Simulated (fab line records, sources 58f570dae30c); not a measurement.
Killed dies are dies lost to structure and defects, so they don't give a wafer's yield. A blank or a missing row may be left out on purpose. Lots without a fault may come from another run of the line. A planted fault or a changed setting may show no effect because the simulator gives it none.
fab line records | flow berkeley_cmos170
record lots=5 wafers=15 last_day=12
route steps=331 shown NSD@207 PLDD@208 NLDD@209 SILICIDE@210 CONTACT@216 M1@238
lots that met no fault: from a run of the same line without faults
start_h: hours from the record's first day to the start of the lot's first wafer shown | wait_h: hours since the lot's step before | " the same as in the row above | L1.1+2: a row that stands for several wafers | - no value, or no start given | * or withheld: withheld | < > ~ a bound
route shown NAME@n: a module of which the file shows steps, and the number in the route of the first | usual: mean/standard deviation of fault-free wafers | same: alike in all rows | chamber/n: place in a boat | sites: the reading at each site | _std_site: their standard deviation | _edge_site: outer sites' mean less inner sites' | radius_mm: how far each site lies from the wafer's centre | mask NAME#n: copy n | behind: the tool/chamber that last shaped the wafer | hold: why the lot was held/for how many hours/how that ended | device: the transistor (n, p or np) that didn't switch | end of line: the same wafers' tests at the end of the route | a step without rows: its recipe alone | killed: dies lost to structure and defects at the first sort, not the wafer's yield | map: a wafer's dies, x killed, . not, _ none there
set.NAME: the setting as run; set.NAME@STEP: as run at that earlier step | model.NAME: the simulator's own value behind a step, which no gauge read
lots at some steps of the route; a table a step, a row a wafer
services: from which hour (start_h, from the record's first day; less than 0 if before it) a tool's chamber was out of use, for how many hours, and why
## steps
# step UCB170_SDANNEAL_RS_MEAS_03
# recipe thk_meas_gauge=four-point-probe
# usual NSD_RS=37.27/0.087
# columns lot.wafer tool chamber start_h wait_h NSD_RS[ohm/sq]
L078.2 film_metro-01 - 158.02 0.1 37.24
L078.3 " - " " 37.22
L078.6 " - " " 37.26
L092.3 film_metro-04 - 220.98 0.1 37.33
L092.4 " - " " 37.29
L092.6 " - " " 37.36
L094.1 film_metro-02 - 234.69 0.1 37.19
L094.2 " - " " 37.24
L094.3 " - " " 37.27
L096.1 film_metro-02 - 248.86 0.1 37.24
L096.2 " - " " 37.13
L096.5 " - " " 37.25
L097.2 film_metro-01 - 249.19 0.1 37.32
L097.4 " - " " 37.24
L097.5 " - " " 37.17
# step UCB170_SDANNEAL_RS_MEAS_04
# recipe thk_meas_gauge=four-point-probe
# usual PLDD_RS=1032.0/2.7
# columns lot.wafer tool chamber start_h wait_h PLDD_RS[ohm/sq]
L078.2 film_metro-01 - 158.14 0.1 1029.2
L078.3 " - " " 1033.0
L078.6 " - " " 1027.3
L092.3 film_metro-04 - 221.10 0.1 1031.7
L092.4 " - " " 1033.8
L092.6 " - " " 1031.7
L094.1 film_metro-02 - 234.81 0.1 1029.6
L094.2 " - " " 1029.8
L094.3 " - " " 1030.4
L096.1 film_metro-02 - 248.98 0.1 1026.9
L096.2 " - " " 1030.1
L096.5 " - " " 1027.8
L097.2 film_metro-01 - 249.31 0.1 1029.5
L097.4 " - " " 1030.3
L097.5 " - " " 1033.1
# step UCB170_SDANNEAL_RS_MEAS_05
# recipe thk_meas_gauge=four-point-probe
# usual NLDD_RS=616.7/1.3
# columns lot.wafer tool chamber start_h wait_h NLDD_RS[ohm/sq]
L078.2 film_metro-01 - 158.26 0.1 615.1
L078.3 " - " " 615.0
L078.6 " - " " 617.6
L092.3 film_metro-04 - 221.22 0.1 614.9
L092.4 " - " " 613.7
L092.6 " - " " 614.6
L094.1 film_metro-02 - 234.93 0.1 615.9
L094.2 " - " " 616.9
L094.3 " - " " 618.1
L096.1 film_metro-02 - 249.10 0.1 617.0
L096.2 " - " " 617.4
L096.5 " - " " 617.6
L097.2 film_metro-01 - 249.43 0.1 615.2
L097.4 " - " " 616.2
L097.5 " - " " 615.1
# step UCB170_SILICIDE_PRE_CLEAN_00
# recipe gas=Ar preclean_etch_time_s=60
# columns lot.wafer tool chamber start_h wait_h
L078.2+3+6 pvd_sputter-04 - 158.36 0.1
L092.3+4+6 pvd_sputter-02 - 221.30 0.1
L094.1+2+3 pvd_sputter-03 - 235.05 0.1
L096.1+2+5 pvd_sputter-04 - 249.22 0.1
L097.2+4+5 pvd_sputter-02 - 249.53 0.1
# step UCB170_SILICIDE_SPUTTER_01
# recipe material=Ti target_thk_nm=30 time_s=25 power_w=1500 chamber_pressure_pa=0.5
# usual throttle_valve_pct=30.0/1.1
# columns lot.wafer tool chamber start_h wait_h throttle_valve_pct
L078.2 pvd_sputter-04 - 158.42 0.0 30.4
L078.3 " - " " 32.1
L078.6 " - " " 30.5
L092.3 pvd_sputter-02 - 221.36 0.0 30.4
L092.4 " - " " 30.2
L092.6 " - " " 30.1
L094.1 pvd_sputter-03 - 235.12 0.0 30.6
L094.2 " - " " 29.1
L094.3 " - " " 29.8
L096.1 pvd_sputter-04 - 249.29 0.0 31.9
L096.2 " - " " 30.5
L096.5 " - " " 28.3
L097.2 pvd_sputter-02 - 249.60 0.0 30.7
L097.4 " - " " 30.1
L097.5 " - " " 28.0
# step UCB170_SILICIDE_RS_MEAS_02
# recipe thk_meas_gauge=four-point-probe reads=Ti_of_SILICIDE_SPUTTER_01
# usual SILICIDE_TI_RS=26.2/0.33
# columns lot.wafer tool chamber start_h wait_h SILICIDE_TI_RS[ohm/sq]
L078.2 film_metro-02 - 158.47 0.0 26.5
L078.3 " - " " 26.5
L078.6 " - " " 26.1
L092.3 film_metro-02 - 221.43 0.1 25.8
L092.4 " - " " 25.7
L092.6 " - " " 25.7
L094.1 film_metro-03 - 235.15 0.0 25.8
L094.2 " - " " 26.1
L094.3 " - " " 26.1
L096.1 film_metro-03 - 249.32 0.0 26.0
L096.2 " - " " 25.7
L096.5 " - " " 26.2
L097.2 film_metro-04 - 249.65 0.0 26.0
L097.4 " - " " 25.7
L097.5 " - " " 25.7
# step UCB170_SILICIDE_THK_MEAS_03
# recipe thk_meas_gauge=xrf reads=Ti_of_SILICIDE_SPUTTER_01
# usual SILICIDE_TI_THK=30.0/0.34
# columns lot.wafer tool chamber start_h wait_h SILICIDE_TI_THK[nm]
L078.2 film_metro-02 - 158.58 0.1 29.5
L078.3 " - " " 29.3
L078.6 " - " " 29.8
L092.3 film_metro-02 - 221.53 0.1 30.3
L092.4 " - " " 30.2
L092.6 " - " " 30.2
L094.1 film_metro-03 - 235.27 0.1 30.6
L094.2 " - " " 30.2
L094.3 " - " " 30.4
L096.1 film_metro-03 - 249.44 0.1 30.2
L096.2 " - " " 30.6
L096.5 " - " " 30.1
L097.2 film_metro-04 - 249.76 0.1 30.4
L097.4 " - " " 30.6
L097.5 " - " " 30.5
# step UCB170_SILICIDE_RTA_04
# recipe temp_c=650 time_s=15 ambient=N2
# usual lamp_power_pct=12.4/0.74 wafer_temp_C_max=652.9/0.66
# columns lot.wafer tool chamber start_h wait_h lamp_power_pct wafer_temp_C_max
L078.2 rtp_anneal-02 0 158.65 0.1 13.0 652.7
L078.3 " 0 " " 13.0 651.8
L078.6 " 0 " " 13.0 653.1
L092.3 rtp_anneal-02 0 221.60 0.1 13.0 653.2
L092.4 " 0 " " 13.0 653.5
L092.6 " 0 " " 13.0 652.5
L094.1 rtp_anneal-01 0 235.33 0.1 11.6 654.5
L094.2 " 0 " " 11.5 653.6
L094.3 " 0 " " 11.5 652.2
L096.1 rtp_anneal-02 0 249.50 0.1 13.0 652.3
L096.2 " 0 " " 13.0 653.2
L096.5 " 0 " " 13.0 652.9
L097.2 rtp_anneal-01 0 249.82 0.1 11.5 652.9
L097.4 " 0 " " 11.5 653.1
L097.5 " 0 " " 11.6 653.3
# step UCB170_SILICIDE_WET_ETCH_05
# recipe chemistry=SPM time_s=45 temp_c=120 target=Ti
# columns lot.wafer tool chamber start_h wait_h
L078.2+3+6 wet_bench-02 0 158.71 0.1
L092.3+4+6 wet_bench-02 3 221.65 0.0
L094.1+2+3 wet_bench-02 1 235.41 0.1
L096.1+2+5 wet_bench-04 1 249.57 0.1
L097.2+4+5 wet_bench-04 1 249.88 0.1
# step UCB170_CONTACT_CLEAN_00
# recipe chemistry=SPM temp_c=120 time_s=600
# columns lot.wafer tool chamber start_h wait_h
L078.2+3+6 wet_bench-02 2 158.73 0.0
L092.3+4+6 wet_bench-01 2 221.67 0.0
L094.1+2+3 wet_bench-02 2 235.43 0.0
L096.1+2+5 wet_bench-02 1 249.60 0.0
L097.2+4+5 wet_bench-02 2 249.91 0.0
# step UCB170_CONTACT_CVD_01
# recipe material=PSG target_thk_nm=700 temp_c=450 precursor=SiH4/O2/PH3 time_s=2820 pressure_mtorr=300 sih4_flow_sccm=60 o2_flow_sccm=90 ph3_flow_sccm=25
# usual sih4_flow_sccm=59.97/0.16 spike_tc_centre_C=453.1/1.1
# columns lot.wafer tool chamber start_h wait_h sih4_flow_sccm spike_tc_centre_C
L078.2 lpcvd-02 1 158.99 0.1 60.06 453.0
L078.3 " 1 " " 59.77 452.4
L078.6 " 1 " " 59.97 451.3
L092.3 lpcvd-01 0 221.84 0.0 59.87 453.5
L092.4 " 0 " " 59.90 452.7
L092.6 " 0 " " 59.87 450.6
L094.1 lpcvd-02 1 235.60 0.0 59.67 453.2
L094.2 " 1 " " 59.96 453.2
L094.3 " 1 " " 59.99 453.1
L096.1 lpcvd-02 0 251.50 1.7 59.88 454.4
L096.2 " 0 " " 59.81 453.6
L096.5 " 0 " " 59.86 451.7
L097.2 lpcvd-02 0 251.50 1.4 59.91 451.4
L097.4 " 0 " " 60.18 453.3
L097.5 " 0 " " 60.36 452.5
# step UCB170_CONTACT_THK_MEAS_02
# recipe reads=PSG_of_CONTACT_CVD_01
# usual CONTACT_PSG_THK=698/7.9
# columns lot.wafer tool chamber start_h wait_h CONTACT_PSG_THK[nm]
L078.2 film_metro-01 - 160.82 0.0 709
L078.3 " - " " 706
L078.6 " - " " 709
L092.3 film_metro-03 - 224.54 0.0 702
L092.4 " - " " 698
L092.6 " - " " 699
L094.1 film_metro-01 - 237.39 0.0 695
L094.2 " - " " 697
L094.3 " - " " 698
L096.1 film_metro-04 - 253.28 0.0 699
L096.2 " - " " 697
L096.5 " - " " 703
L097.2 film_metro-03 - 253.29 0.0 686
L097.4 " - " " 692
L097.5 " - " " 694
# step UCB170_CONTACT_HMDS_03
# recipe prime_time_s=60 prime_temp_c=100
# usual prime_temp_c=100.01/0.13
# same prime_time_s=60
# columns lot.wafer tool chamber start_h wait_h prime_temp_c
L078.2 litho_track-01 0 160.90 0.1 100.12
L078.3 " 0 " " 100.26
L078.6 " 0 " " 100.10
L092.3 litho_track-01 0 224.63 0.1 100.01
L092.4 " 0 " " 100.06
L092.6 " 0 " " 99.96
L094.1 litho_track-03 0 237.45 0.1 99.82
L094.2 " 0 " " 100.11
L094.3 " 0 " " 99.88
L096.1 litho_track-04 0 253.34 0.1 100.25
L096.2 " 0 " " 99.94
L096.5 " 0 " " 100.11
L097.2 litho_track-01 0 253.36 0.1 100.15
L097.4 " 0 " " 99.93
L097.5 " 0 " " 100.11
# step UCB170_CONTACT_COAT_04
# recipe resist=KrF spin_rpm=1500 resist_thk_nm=900
# columns lot.wafer tool chamber start_h wait_h
L078.2+3+6 litho_track-01 0 161.05 0.1
L092.3+4+6 litho_track-01 0 224.78 0.1
L094.1+2+3 litho_track-03 0 237.60 0.1
L096.1+2+5 litho_track-04 0 253.49 0.1
L097.2+4+5 litho_track-01 0 253.51 0.1
# step UCB170_CONTACT_SOFTBAKE_05
# recipe resist=KrF temp_c=130 time_s=60
# columns lot.wafer tool chamber start_h wait_h
L078.2+3+6 litho_track-01 0 161.20 0.1
L092.3+4+6 litho_track-01 0 224.93 0.1
L094.1+2+3 litho_track-03 0 237.75 0.1
L096.1+2+5 litho_track-04 0 253.64 0.1
L097.2+4+5 litho_track-01 0 253.66 0.1
# step UCB170_CONTACT_STRIP_06
# recipe chemistry=O2 power_w=400 pressure_mtorr=3500 platen_temp_c=withheld o2_flow_sccm=400 overash_fraction=0.5
# usual drypump_motor_current_A=5.7/0.48 oes_product_au=0.735/0.0052 strip_time_to_endpoint_s=21.96/0.058
# columns lot.wafer tool chamber start_h wait_h drypump_motor_current_A oes_product_au rf_hours_counter_h strip_time_to_endpoint_s
L078.2 plasma_asher-02 1 161.32 0.1 6.4 0.740 40 22.03
L078.3 " 0 " " 5.3 0.736 - 22.01
L078.6 " 1 " " 6.4 0.730 - 22.03
L092.3 plasma_asher-02 1 225.06 0.1 6.4 0.752 - 22.00
L092.4 " 0 " " 5.3 0.735 - 21.92
L092.6 " 0 " " 5.3 0.739 - 21.90
L094.1 plasma_asher-03 0 237.90 0.1 5.2 0.721 51 21.88
L094.2 " 1 " " 5.3 0.742 51 21.91
L094.3 " 1 " " 5.3 0.735 - 21.94
L096.1 plasma_asher-02 1 253.79 0.1 6.4 0.736 49 21.92
L096.2 " 0 " " 5.3 0.736 49 21.96
L096.5 " 0 " " 5.3 0.733 - 21.92
L097.2 plasma_asher-04 1 253.79 0.1 6.0 0.730 15 21.94
L097.4 " 1 " " 5.9 0.731 - 21.92
L097.5 " 1 " " 6.0 0.730 - 21.96
# step UCB170_CONTACT_CLEAN_07
# recipe chemistry=SPM temp_c=120 time_s=600
# columns lot.wafer tool chamber start_h wait_h
L078.2+3+6 wet_bench-01 3 161.56 0.2
L092.3+4+6 wet_bench-02 3 225.26 0.2
L094.1+2+3 wet_bench-02 0 238.00 0.1
L096.1+2+5 wet_bench-02 0 253.89 0.1
L097.2+4+5 wet_bench-02 1 253.89 0.1
# step UCB170_CONTACT_RTA_08
# recipe temp_c=900 time_s=10 ambient=N2
# usual lamp_power_pct=28.5/1.7 wafer_temp_C_max=903.9/0.82
# columns lot.wafer tool chamber start_h wait_h lamp_power_pct wafer_temp_C_max
L078.2 rtp_anneal-02 0 161.74 0.0 30.4 902.8
L078.3 " 0 " " 30.4 902.9
L078.6 " 0 " " 30.4 903.8
L092.3 rtp_anneal-02 0 225.48 0.0 30.4 903.8
L092.4 " 0 " " 30.4 902.7
L092.6 " 0 " " 30.4 902.1
L094.1 rtp_anneal-01 0 238.19 0.0 26.9 904.6
L094.2 " 0 " " 26.9 903.5
L094.3 " 0 " " 26.9 903.9
L096.1 rtp_anneal-02 0 254.06 0.0 30.4 904.2
L096.2 " 0 " " 30.4 905.5
L096.5 " 0 " " 30.4 904.5
L097.2 rtp_anneal-01 0 254.08 0.0 26.9 904.9
L097.4 " 0 " " 26.9 903.9
L097.5 " 0 " " 26.9 904.7
# step UCB170_CONTACT_COAT_09
# recipe resist=BARC temp_c=withheld time_s=withheld spin_rpm=3000 resist_thk_nm=withheld
# columns lot.wafer tool chamber start_h wait_h
L078.2+3+6 litho_track-01 0 161.83 0.1
L092.3+4+6 litho_track-03 0 225.57 0.1
L094.1+2+3 litho_track-04 0 238.25 0.1
L096.1+2+5 litho_track-04 0 254.13 0.1
L097.2+4+5 litho_track-01 0 254.16 0.1
# step UCB170_CONTACT_COAT_10
# recipe resist=KrF spin_rpm=1500 resist_thk_nm=900
# columns lot.wafer tool chamber start_h wait_h
L078.2+3+6 litho_track-01 0 - -
L092.3+4+6 litho_track-03 0 - -
L094.1+2+3 litho_track-04 0 - -
L096.1+2+5 litho_track-04 0 - -
L097.2+4+5 litho_track-01 0 - -
# step UCB170_CONTACT_SOFTBAKE_11
# recipe resist=KrF temp_c=130 time_s=60
# columns lot.wafer tool chamber start_h wait_h
L078.2+3+6 litho_track-01 0 - -
L092.3+4+6 litho_track-03 0 - -
L094.1+2+3 litho_track-04 0 - -
L096.1+2+5 litho_track-04 0 - -
L097.2+4+5 litho_track-01 0 - -
# step UCB170_CONTACT_EXPOSE_12
# recipe mask_id=CONT target_cd_nm=700 na=0.5 sigma_outer=0.6 source_shape=conventional dose_mj=35
# columns lot.wafer tool chamber start_h wait_h mask
L078.2+3+6 krf_scanner-01 0 162.39 - CONT#0
L092.3+4+6 krf_scanner-02 0 226.01 - CONT#0
L094.1+2+3 krf_scanner-02 0 238.70 - CONT#0
L096.1+2+5 krf_scanner-02 0 254.71 - CONT#0
L097.2+4+5 krf_scanner-01 0 254.97 - CONT#0
# step UCB170_CONTACT_PEB_13
# recipe peb_temp_c=130 peb_time_s=withheld resist=KrF
# columns lot.wafer tool chamber start_h wait_h
L078.2+3+6 litho_track-01 0 162.52 0.1
L092.3+4+6 litho_track-04 0 226.25 0.2
L094.1+2+3 litho_track-04 0 238.82 0.1
L096.1+2+5 litho_track-03 0 254.82 0.1
L097.2+4+5 litho_track-03 0 255.12 0.1
# step UCB170_CONTACT_DEVELOP_14
# recipe developer=TMAH develop_time_s=45 resist=KrF dev_temp_c=21
# columns lot.wafer tool chamber start_h wait_h
L078.2+3+6 litho_track-01 0 - -
L092.3+4+6 litho_track-04 0 - -
L094.1+2+3 litho_track-04 0 - -
L096.1+2+5 litho_track-03 0 - -
L097.2+4+5 litho_track-03 0 - -
# step UCB170_CONTACT_CD_MEAS_15
# recipe target_cd_nm=700
# usual cd_nm=700.3/0.96
# columns lot.wafer tool chamber start_h wait_h cd_nm
L078.2 cd_sem-01 - 162.79 - 700.0
L078.3 " - " " 699.3
L078.6 " - " " 698.8
L092.3 cd_sem-01 - 226.52 - 700.2
L092.4 " - " " 699.9
L092.6 " - " " 700.3
L094.1 cd_sem-02 - 239.09 - 701.6
L094.2 " - " " 700.8
L094.3 " - " " 699.6
L096.1 cd_sem-02 - 255.10 - 700.2
L096.2 " - " " 700.2
L096.5 " - " " 700.5
L097.2 cd_sem-01 - 255.45 - 700.5
L097.4 " - " " 700.2
L097.5 " - " " 700.3
# step UCB170_CONTACT_OVL_MEAS_16
# usual CONTACT_OVL=6/6.3
# columns lot.wafer tool chamber start_h wait_h CONTACT_OVL[nm]
L078.2 overlay-01 - 162.89 0.1 11
L078.3 " - " " 2
L078.6 " - " " 11
L092.3 overlay-02 - 226.61 0.1 3
L092.4 " - " " 10
L092.6 " - " " 5
L094.1 overlay-01 - 239.21 0.1 3
L094.2 " - " " 0
L094.3 " - " " 1
L096.1 overlay-02 - 255.22 0.1 -9
L096.2 " - " " -13
L096.5 " - " " -2
L097.2 overlay-02 - 255.55 0.1 2
L097.4 " - " " 7
L097.5 " - " " -2
# step UCB170_CONTACT_ETCH_17
# recipe chemistry=N2/H2 target_depth_a=withheld overetch_a=withheld target=BARC time_s=withheld source_w=500 bias_w=100 pressure_mtorr=30 n2_flow_sccm=100 h2_flow_sccm=200
# usual drypump_motor_current_A=6.0/0.59 n2_flow_sccm=100.01/0.29 oes_product_au=0.998/0.019 throttle_valve_pct=13.23/0.19
# columns lot.wafer tool chamber start_h wait_h drypump_motor_current_A n2_flow_sccm oes_product_au throttle_valve_pct
L078.2 rie_diel-01 1 162.92 0.0 5.3 99.90 1.014 13.00
L078.3 " 2 " " 6.6 100.09 1.028 13.03
L078.6 " 0 " " 6.7 100.38 0.979 13.53
L092.3 rie_diel-02 2 226.63 0.0 5.4 99.70 0.955 13.40
L092.4 " 1 " " 5.7 100.19 0.995 13.20
L092.6 " 3 " " 6.6 99.75 0.991 13.39
L094.1 rie_diel-01 2 239.25 0.0 6.6 100.20 1.029 13.03
L094.2 " 0 " " 6.7 99.84 1.042 13.50
L094.3 " 3 " " 6.3 99.84 1.014 13.30
L096.1 rie_diel-01 1 255.25 0.0 5.3 100.11 1.006 13.00
L096.2 " 3 " " 6.3 99.98 1.016 13.33
L096.5 " 3 " " 6.3 100.03 1.013 13.33
L097.2 rie_diel-02 2 255.58 0.0 5.4 99.67 0.966 13.40
L097.4 " 1 " " 5.7 100.04 0.995 13.22
L097.5 " 3 " " 6.7 100.03 0.996 13.35
# step UCB170_CONTACT_ETCH_18
# recipe chemistry=CHF3/CF4/Ar target=PSG stop_on=TiSi2 CHF3_flow_sccm=45 cf4_flow_sccm=15 Ar_flow_sccm=150 pressure_mtorr=200 rf_w=700 target_depth_a=8400 over_etch_frac=0.2 time_s=195
# usual drypump_motor_current_A=6.0/0.59 oes_product_au=0.893/0.015 throttle_valve_pct=6.88/0.13
# columns lot.wafer tool chamber start_h wait_h drypump_motor_current_A oes_product_au rf_hours_counter_h throttle_valve_pct
L078.2 rie_diel-01 1 - - 5.3 0.914 77 6.71
L078.3 " 2 " " 6.6 0.918 12 6.75
L078.6 " 0 " " 6.7 0.888 - 7.03
L092.3 rie_diel-02 2 - - 5.4 0.869 72 7.00
L092.4 " 1 " " 5.7 0.898 80 6.84
L092.6 " 3 " " 6.7 0.882 - 6.93
L094.1 rie_diel-01 2 - - 6.6 0.909 15 6.77
L094.2 " 0 " " 6.7 0.919 0 7.03
L094.3 " 3 " " 6.3 0.896 67 7.00
L096.1 rie_diel-01 1 - - 5.3 0.899 81 6.70
L096.2 " 3 " " 6.3 0.893 68 6.98
L096.5 " 3 " " 6.3 0.901 - 7.01
L097.2 rie_diel-02 2 - - 5.4 0.851 73 6.99
L097.4 " 1 " " 5.7 0.896 81 6.85
L097.5 " 3 " " 6.6 0.876 - 6.93
# step UCB170_CONTACT_STRIP_19
# recipe chemistry=O2 power_w=400 pressure_mtorr=3500 platen_temp_c=withheld o2_flow_sccm=400 overash_fraction=0.5
# usual drypump_motor_current_A=5.7/0.45 oes_product_au=0.726/0.0043
# columns lot.wafer tool chamber start_h wait_h drypump_motor_current_A oes_product_au rf_hours_counter_h
L078.2 plasma_asher-02 1 163.09 - 6.4 0.723 40
L078.3 " 0 " " 5.3 0.728 -
L078.6 " 0 " " 5.3 0.729 -
L092.3 plasma_asher-04 1 226.84 - 5.9 0.723 -
L092.4 " 0 " " 6.2 0.730 -
L092.6 " 0 " " 6.3 0.724 -
L094.1 plasma_asher-03 0 239.42 - 5.2 0.723 51
L094.2 " 1 " " 5.3 0.731 51
L094.3 " 1 " " 5.4 0.726 -
L096.1 plasma_asher-03 0 255.42 - 5.2 0.723 52
L096.2 " 1 " " 5.3 0.726 52
L096.5 " 0 " " 5.2 0.731 -
L097.2 plasma_asher-04 1 255.75 - 5.9 0.731 15
L097.4 " 1 " " 5.9 0.729 -
L097.5 " 0 " " 6.2 0.723 -
# step UCB170_CONTACT_CD_MEAS_90
# recipe target_cd_nm=700
# usual cd_nm=700.1/1.2
# columns lot.wafer tool chamber start_h wait_h cd_nm
L078.2 cd_sem-01 - 163.21 0.1 700.7
L078.3 " - " " 700.2
L078.6 " - " " 697.9
L092.3 cd_sem-01 - 226.94 0.1 698.8
L092.4 " - " " 699.1
L092.6 " - " " 699.8
L094.1 cd_sem-01 - 239.52 0.1 702.6
L094.2 " - " " 700.8
L094.3 " - " " 699.9
L096.1 cd_sem-01 - 255.67 0.2 700.4
L096.2 " - " " 701.1
L096.5 " - " " 700.7
L097.2 cd_sem-01 - 255.93 0.1 700.2
L097.4 " - " " 700.1
L097.5 " - " " 700.4
# step UCB170_CONTACT_CLEAN_20
# recipe chemistry=SPM temp_c=120 time_s=600
# columns lot.wafer tool chamber start_h wait_h
L078.2+3+6 wet_bench-02 3 164.38 1.2
L092.3+4+6 wet_bench-02 1 227.02 0.1
L094.1+2+3 wet_bench-02 0 239.64 0.1
L096.1+2+5 wet_bench-04 3 255.79 0.1
L097.2+4+5 wet_bench-04 3 256.03 0.1
# step UCB170_M1_SPUTTER_00
# recipe material=Al target_thk_nm=600 time_s=80 power_w=6000 chamber_pressure_pa=0.5
# usual throttle_valve_pct=29.9/1.2
# columns lot.wafer tool chamber start_h wait_h throttle_valve_pct
L078.2 pvd_sputter-02 - 164.56 0.0 30.5
L078.3 " - " " 30.0
L078.6 " - " " 30.6
L092.3 pvd_sputter-01 - 227.21 0.0 29.3
L092.4 " - " " 29.0
L092.6 " - " " 29.5
L094.1 pvd_sputter-01 - 239.83 0.0 29.3
L094.2 " - " " 28.6
L094.3 " - " " 28.9
L096.1 pvd_sputter-04 - 255.99 0.0 28.2
L096.2 " - " " 31.9
L096.5 " - " " 31.9
L097.2 pvd_sputter-01 - 256.23 0.0 29.3
L097.4 " - " " 31.2
L097.5 " - " " 29.4
# step UCB170_M1_RS_MEAS_01
# recipe thk_meas_gauge=four-point-probe reads=Al_of_M1_SPUTTER_00
# usual M1_AL_RS=0.0486/0.00051
# columns lot.wafer tool chamber start_h wait_h M1_AL_RS[ohm/sq]
L078.2 film_metro-04 - 164.64 0.1 0.0485
L078.3 " - " " 0.0485
L078.6 " - " " 0.0488
L092.3 film_metro-02 - 227.31 0.1 0.0482
L092.4 " - " " 0.0482
L092.6 " - " " 0.0481
L094.1 film_metro-02 - 239.89 0.0 0.0484
L094.2 " - " " 0.0479
L094.3 " - " " 0.0479
L096.1 film_metro-04 - 256.06 0.0 0.0482
L096.2 " - " " 0.0487
L096.5 " - " " 0.0483
L097.2 film_metro-01 - 256.32 0.1 0.0488
L097.4 " - " " 0.0488
L097.5 " - " " 0.0485
# step UCB170_M1_THK_MEAS_02
# recipe thk_meas_gauge=xrf reads=Al_of_M1_SPUTTER_00
# usual M1_AL_THK=592/6.1
# columns lot.wafer tool chamber start_h wait_h M1_AL_THK[nm]
L078.2 film_metro-04 - 164.75 0.1 594
L078.3 " - " " 599
L078.6 " - " " 595
L092.3 film_metro-02 - 227.41 0.1 596
L092.4 " - " " 594
L092.6 " - " " 598
L094.1 film_metro-02 - 240.01 0.1 591
L094.2 " - " " 596
L094.3 " - " " 600
L096.1 film_metro-04 - 256.18 0.1 604
L096.2 " - " " 596
L096.5 " - " " 603
L097.2 film_metro-01 - 256.43 0.1 592
L097.4 " - " " 592
L097.5 " - " " 594
# step UCB170_M1_COAT_03
# recipe resist=BARC temp_c=withheld time_s=withheld spin_rpm=3000 resist_thk_nm=withheld
# columns lot.wafer tool chamber start_h wait_h
L078.2+3+6 litho_track-03 0 165.15 0.4
L092.3+4+6 litho_track-04 0 227.50 0.1
L094.1+2+3 litho_track-02 0 240.07 0.1
L096.1+2+5 litho_track-04 0 256.75 0.6
L097.2+4+5 litho_track-03 0 257.12 0.7
# step UCB170_M1_COAT_04
# recipe resist=KrF spin_rpm=1500 resist_thk_nm=900
# columns lot.wafer tool chamber start_h wait_h
L078.2+3+6 litho_track-03 0 - -
L092.3+4+6 litho_track-04 0 - -
L094.1+2+3 litho_track-02 0 - -
L096.1+2+5 litho_track-04 0 - -
L097.2+4+5 litho_track-03 0 - -
# step UCB170_M1_SOFTBAKE_05
# recipe resist=KrF temp_c=130 time_s=60
# columns lot.wafer tool chamber start_h wait_h
L078.2+3+6 litho_track-03 0 - -
L092.3+4+6 litho_track-04 0 - -
L094.1+2+3 litho_track-02 0 - -
L096.1+2+5 litho_track-04 0 - -
L097.2+4+5 litho_track-03 0 - -
# step UCB170_M1_EXPOSE_06
# recipe mask_id=METAL1 target_cd_nm=700 na=0.5 sigma_outer=0.6 source_shape=conventional dose_mj=21
# columns lot.wafer tool chamber start_h wait_h mask
L078.2+3+6 krf_scanner-01 0 165.60 - METAL1#0
L092.3+4+6 krf_scanner-01 0 227.94 - METAL1#0
L094.1+2+3 krf_scanner-02 0 240.52 - METAL1#0
L096.1+2+5 krf_scanner-01 0 257.20 - METAL1#0
L097.2+4+5 krf_scanner-01 0 257.56 - METAL1#0
# step UCB170_M1_PEB_07
# recipe peb_temp_c=130 peb_time_s=withheld resist=KrF
# columns lot.wafer tool chamber start_h wait_h
L078.2+3+6 litho_track-02 0 165.73 0.1
L092.3+4+6 litho_track-03 0 228.07 0.1
L094.1+2+3 litho_track-03 0 240.64 0.1
L096.1+2+5 litho_track-03 0 257.54 0.3
L097.2+4+5 litho_track-04 0 257.77 0.2
# step UCB170_M1_DEVELOP_08
# recipe developer=TMAH develop_time_s=45 resist=KrF dev_temp_c=21
# columns lot.wafer tool chamber start_h wait_h
L078.2+3+6 litho_track-02 0 - -
L092.3+4+6 litho_track-03 0 - -
L094.1+2+3 litho_track-03 0 - -
L096.1+2+5 litho_track-03 0 - -
L097.2+4+5 litho_track-04 0 - -
# step UCB170_M1_CD_MEAS_09
# recipe target_cd_nm=700
# usual cd_nm=700.3/1.4
# columns lot.wafer tool chamber start_h wait_h cd_nm
L078.2 cd_sem-02 - 166.00 - 700.6
L078.3 " - " " 702.2
L078.6 " - " " 702.0
L092.3 cd_sem-01 - 228.37 - 703.1
L092.4 " - " " 700.0
L092.6 " - " " 700.8
L094.1 cd_sem-01 - 240.91 - 700.2
L094.2 " - " " 699.8
L094.3 " - " " 701.0
L096.1 cd_sem-01 - 257.82 - 699.0
L096.2 " - " " 700.5
L096.5 " - " " 700.3
L097.2 cd_sem-02 - 258.04 - 702.5
L097.4 " - " " 702.4
L097.5 " - " " 702.1
# step UCB170_M1_OVL_MEAS_10
# usual M1_OVL=-4/5.9
# columns lot.wafer tool chamber start_h wait_h M1_OVL[nm]
L078.2 overlay-02 - 166.10 0.1 1
L078.3 " - " " -1
L078.6 " - " " -8
L092.3 overlay-01 - 228.47 0.1 -8
L092.4 " - " " 1
L092.6 " - " " 1
L094.1 overlay-02 - 241.03 0.1 -3
L094.2 " - " " 0
L094.3 " - " " 2
L096.1 overlay-02 - 257.94 0.1 -5
L096.2 " - " " -13
L096.5 " - " " -11
L097.2 overlay-02 - 258.15 0.1 -1
L097.4 " - " " -7
L097.5 " - " " -2
## services
# columns tool chamber start_h hours kind
krf_scanner-01 - 166.21 0.8 pm
krf_scanner-01 - 179.62 1.0 pm
rtp_anneal-02 - 195.20 1.5 pm
krf_scanner-02 - 197.13 0.8 pm
pvd_sputter-01 3 204.91 - consumable_replace:kit
pvd_sputter-01 3 204.91 18.0 scheduled_down
pvd_sputter-01 3 204.91 18.0 vent_cycle
krf_scanner-02 - 210.38 2.2 repair
rie_diel-01 0 210.72 - clean
rie_diel-01 0 210.72 19.9 scheduled_down
rie_diel-01 0 210.72 19.9 vent_cycle
plasma_asher-04 - 214.28 1.0 repair
rie_diel-01 - 223.27 15.6 pm
krf_scanner-01 - 225.76 1.3 pm
rtp_anneal-01 - 226.92 4.4 pm
krf_scanner-02 - 227.06 1.0 pm
rie_diel-02 1 230.48 1.2 repair
plasma_asher-04 - 231.52 2.8 pm
rtp_anneal-02 - 244.65 3.7 pm
rie_diel-02 - 244.80 0.1 repair
lpcvd-02 - 245.50 6.0 pm
pvd_sputter-02 - 252.02 8.0 repair
## key
fault none
